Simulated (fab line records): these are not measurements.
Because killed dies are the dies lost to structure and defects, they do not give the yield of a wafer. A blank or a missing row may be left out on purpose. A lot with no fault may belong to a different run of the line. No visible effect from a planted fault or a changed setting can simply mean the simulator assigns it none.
Lot-split experiment    flow berkeleyCmos170    on a route of 331 steps: 5 lots, 23 wafers read

THE SPLIT
At UCB170_NVT_IMPLANT_07, the setting energyKev was moved away from the recipe's 50 on 7 of the 23 wafers read, by +1.6% to +4.1%. For the rest of the wafers, this setting stayed at what the recipe calls for.

Reading taken at the split's own step.

THE READING
The simulator's own value implant.drpNm, read by no gauge, in nm at UCB170_NVT_IMPLANT_07. The file does not state a usual value for it.

wafer   tool, chamber at the split  energyKev as run  against the recipe  implant.drpNm, nm  against lot-mates on the recipe
L074.1  implanter-01, 0             52.07             +4.1%               19.12              +0.55
L074.5  implanter-01, 0             52.07             +4.1%               19.12              +0.55
L074.2  implanter-01, 0             50                recipe              18.57              -
L074.3  implanter-01, 0             50                recipe              18.57              -
L074.4  implanter-01, 0             50                recipe              18.57              -
L078.1  implanter-01, 0             50.84             +1.7%               18.79              +0.22
L078.3  implanter-01, 0             50.84             +1.7%               18.79              +0.22
L078.5  implanter-01, 0             50.84             +1.7%               18.79              +0.22
L078.2  implanter-01, 0             50                recipe              18.57              -
L078.6  implanter-01, 0             50                recipe              18.57              -
L079.1  implanter-02, 0             50                recipe              18.57              -
L079.5  implanter-02, 0             50                recipe              18.57              -
L079.6  implanter-02, 0             50                recipe              18.57              -
L084.1  implanter-03, 0             50                recipe              18.57              -
L084.2  implanter-03, 0             50                recipe              18.57              -
L084.3  implanter-03, 0             50                recipe              18.57              -
L084.4  implanter-03, 0             50                recipe              18.57              -
L084.6  implanter-03, 0             50                recipe              18.57              -
L085.1  implanter-03, 0             50                recipe              18.57              -
L085.2  implanter-03, 0             50                recipe              18.57              -
L085.6  implanter-03, 0             50                recipe              18.57              -
L085.3  implanter-03, 0             50.78             +1.6%               18.78              +0.21
L085.5  implanter-03, 0             50.78             +1.6%               18.78              +0.21

FIT RESULTS
A straight line over all 23 wafers: implant.drpNm changes by +0.133 nm for each +1% of energyKev; r = +1.00; the points scatter about the line by 0.0015 nm.
The same after taking each lot's own level away (the mean of its wafers on the recipe; 23 wafers): +0.133 nm for each +1%; r = +1.00; scatter 0.0015 nm.
On that fit, the largest move of energyKev shifts the reading by 0.55 nm.
The lots' own levels span 18.570 to 18.570 nm.
Consequently the slope shifts little with the lot-to-lot level, the two slopes agreeing.
Check: for one of the wafers moved furthest among these (+4.1%), held out of the fit, the line's prediction against its lot-mates is +0.549 nm. Against them it came out at +0.55 nm.

FURTHER SPLITS ON THESE WAFERS
Note: prior to the reading, these wafers also went through further splits. Each is held against what the fit with the lots' levels taken away leaves over:
other split on the same wafers       wafers away from the commonest value  r with implant.drpNm (lot level and that fit taken away)
UCB170_START_OXIDATION_02 tempC      15                                    +0.68
UCB170_ZERO_COAT_01 spinRpm          10                                    -0.11
UCB170_ZERO_ETCH_06 overEtchFrac     5                                     +0.19
UCB170_PWELL_CVD_05 sih2cl2FlowSccm  15                                    +0.69
UCB170_PWELL_IMPLANT_15 energyKev    8                                     +0.14
UCB170_ACTIVE_PEB_11 pebTempC        8                                     +0.08
UCB170_PFIELD_IMPLANT_07 doseCm2     11                                    +0.07
UCB170_FIELD_OXIDATION_01 oxTimeS    18                                    +0.32

THE WHOLE CHAIN: every reading that the file lists as answering this split, in the file's order
step                   what it does  reading                                                         change (the file's fit)                r (the file's)
UCB170_NVT_IMPLANT_07                implant.rpNm (the simulator's own value, which no gauge read)   +0.365 nm for each +1% of the setting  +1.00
UCB170_NVT_IMPLANT_07                implant.drpNm (the simulator's own value, which no gauge read)  +0.134 nm for each +1% of the setting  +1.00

THE FILE'S OWN FIT
implant.drpNm changes by +0.134 nm for each +1% of energyKev, r = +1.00.
